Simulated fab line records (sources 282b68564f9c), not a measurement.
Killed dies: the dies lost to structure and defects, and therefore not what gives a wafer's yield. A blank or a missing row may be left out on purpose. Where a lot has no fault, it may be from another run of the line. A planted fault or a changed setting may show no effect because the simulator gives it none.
Matching of chambers || flow rit cmos || RIT_ACTIVE_ETCH_13 on rie diel-02: 4 sister chambers
The step etches Si3N4 in SF6, stops on SiO2, time 210 s, target depth 210 nm. 4 wafers are shown with their chamber, then 7 later ones without.

== WAFERS, EACH WITH ITS CHAMBER ==
{"wafer": "L563.1", "chamber": 2, "throttle valve pct (%)": 7.53}
{"wafer": "L563.3", "chamber": 3, "throttle valve pct (%)": 7.64}
{"wafer": "L566.1", "chamber": 1, "throttle valve pct (%)": 7.34}
{"wafer": "L566.3", "chamber": 0, "throttle valve pct (%)": 7.54}

== WAFERS MISSING THEIR CHAMBER ==
{"wafer": "L566.6", "throttle valve pct (%)": 7.52}
{"wafer": "L573.2", "throttle valve pct (%)": 7.55}
{"wafer": "L573.4", "throttle valve pct (%)": 7.52}
{"wafer": "L573.5", "throttle valve pct (%)": 7.66}
{"wafer": "L576.3", "throttle valve pct (%)": 7.56}
{"wafer": "L576.5", "throttle valve pct (%)": 7.64}
{"wafer": "L576.6", "throttle valve pct (%)": 7.54}

== THE CHAMBER EACH PASSED THROUGH ==
{"wafer": "L566.6", "from the rows above": "can't be placed: 2 or 0", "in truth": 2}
{"wafer": "L573.2", "from the rows above": "can't be placed: 0 or 2", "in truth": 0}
{"wafer": "L573.4", "from the rows above": "can't be placed: 2 or 0", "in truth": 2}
{"wafer": "L573.5", "from the rows above": 3, "in truth": 3}
{"wafer": "L576.3", "from the rows above": "can't be placed: 0 or 2", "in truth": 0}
{"wafer": "L576.5", "from the rows above": 3, "in truth": 3}
{"wafer": "L576.6", "from the rows above": "can't be placed: 0 or 2", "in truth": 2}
Correctly placed: 2 of 7. From these rows, 5 cannot be placed; in 5 the true chamber is one of the candidates. Placed wrongly: 0.
How it was worked out, from the rows above alone: a wafer's distance from a chamber is the root of the sum, over the readings, of the square of ((its reading less the chamber's mean) divided by the reading's scatter). If the next closest chamber is less than 2 further off than the closest, the wafer can't be placed; otherwise it belongs to the closest. A chamber's mean is the mean of its shown wafers. The scatter: with one shown wafer a chamber, the root of the mean of the squares of how far each hidden wafer lies from its nearest shown one.
